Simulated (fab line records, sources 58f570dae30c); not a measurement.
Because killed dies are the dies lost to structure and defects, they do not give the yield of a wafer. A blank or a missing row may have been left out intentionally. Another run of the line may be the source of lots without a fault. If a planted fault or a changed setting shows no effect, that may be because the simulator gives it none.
Which tool is to blame? :: flow berkeleyCmos170 :: at 1 step of a route of 331, 14 lots with 42 wafers sampled

WHAT EACH GAUGE READ, for each wafer
The record holds no reading of a measuring or inspecting step that can be judged against a usual standard deviation.

EACH LOT AND THE TOOL THAT RAN IT (in order: tool; ch and the chambers of the sampled wafers; start)
lot: L456
UCB170_SILICIDE_WET_ETCH_05: wetBench-02 ch 2, day 8 14:13

lot: L457
UCB170_SILICIDE_WET_ETCH_05: wetBench-01 ch 0, day 9 07:25

lot: L461
UCB170_SILICIDE_WET_ETCH_05: wetBench-01 ch 3, day 9 07:25

lot: L462
UCB170_SILICIDE_WET_ETCH_05: wetBench-01 ch 3, day 9 08:46

lot: L465
UCB170_SILICIDE_WET_ETCH_05: wetBench-02 ch 3, day 10 10:11

lot: L464
UCB170_SILICIDE_WET_ETCH_05: wetBench-02 ch 3, day 10 10:23

lot: L468
UCB170_SILICIDE_WET_ETCH_05: wetBench-02 ch 1, day 11 00:02

lot: L471
UCB170_SILICIDE_WET_ETCH_05: wetBench-01 ch 0, day 11 19:14

lot: L473
UCB170_SILICIDE_WET_ETCH_05: wetBench-01 ch 1, day 11 19:35

lot: L472
UCB170_SILICIDE_WET_ETCH_05: wetBench-01 ch 0, day 11 19:49

lot: L470
UCB170_SILICIDE_WET_ETCH_05: wetBench-02 ch 1, day 11 20:02

lot: L474
UCB170_SILICIDE_WET_ETCH_05: wetBench-01 ch 2, day 12 13:04

lot: L476
UCB170_SILICIDE_WET_ETCH_05: wetBench-01 ch 0, day 12 13:04

lot: L477
UCB170_SILICIDE_WET_ETCH_05: wetBench-03 ch 2, day 12 17:47
- UCB170_SILICIDE_WET_ETCH_05: etches Ti in SPM, time 45 s.

WHAT THE TOOLS THEMSELVES READ (means of the sampled wafers that have a number; where no wafer has one, the mark that the record gives instead)
UCB170_SILICIDE_WET_ETCH_05.
lot: L456
tool: wetBench-02
bathGuardTempC (C): 119.6
bathHeatDutyPct (%): 13.9

lot: L457
tool: wetBench-01
bathGuardTempC (C): -
bathHeatDutyPct (%): -

lot: L461
tool: wetBench-01
bathGuardTempC (C): -
bathHeatDutyPct (%): -

lot: L462
tool: wetBench-01
bathGuardTempC (C): 120.5
bathHeatDutyPct (%): 13.0

lot: L465
tool: wetBench-02
bathGuardTempC (C): 119.3
bathHeatDutyPct (%): 13.8

lot: L464
tool: wetBench-02
bathGuardTempC (C): 119.7
bathHeatDutyPct (%): 14.4

lot: L468
tool: wetBench-02
bathGuardTempC (C): 120.4
bathHeatDutyPct (%): 13.6

lot: L471
tool: wetBench-01
bathGuardTempC (C): 120.1
bathHeatDutyPct (%): 16.6

lot: L473
tool: wetBench-01
bathGuardTempC (C): 119.9
bathHeatDutyPct (%): 15.1

lot: L472
tool: wetBench-01
bathGuardTempC (C): 120.1
bathHeatDutyPct (%): 16.1

lot: L470
tool: wetBench-02
bathGuardTempC (C): 120.5
bathHeatDutyPct (%): 13.1

lot: L474
tool: wetBench-01
bathGuardTempC (C): 120.4
bathHeatDutyPct (%): 11.6

lot: L476
tool: wetBench-01
bathGuardTempC (C): 120.2
bathHeatDutyPct (%): 16.7

lot: L477
tool: wetBench-03
bathGuardTempC (C): 120.2
bathHeatDutyPct (%): 14.1

THE ANSWER, worked out from the rows above alone
Rule: what is usual is taken from the lots themselves. The widest of any qualifying gaps counts: lots, ordered by their means at a reading, are off when they make up no more than a third of the lots, leave a main group of 4 or more, and stand apart from it by 3 or more times the standard deviation of that group's means. A main group is skipped when, at the precision printed for the reading in the tables above, its means are all equal. Also off: a lot with no number at a reading for which 4 or more lots have one. Any other lot the step has rows for is counted as sound. The gauges are gone through in route order, then the tools' own readings, and for those a lot's mean is taken as printed above. The first step at which some lot is off is used, and at that step the reading that is off furthest; a lot without a number counts as furthest.
Off at UCB170_SILICIDE_WET_ETCH_05 (bathGuardTempC): L457, L461. Without a number there: L457, L461. The main group has a mean of 120.1 C with a standard deviation of 0.37.
If a tool, at that step or one of the process steps before it, ran each lot that is off and ran no sound lot following the first of them, it fits. Of those tried, none fits.

WHAT THE SIMULATOR PUT IN
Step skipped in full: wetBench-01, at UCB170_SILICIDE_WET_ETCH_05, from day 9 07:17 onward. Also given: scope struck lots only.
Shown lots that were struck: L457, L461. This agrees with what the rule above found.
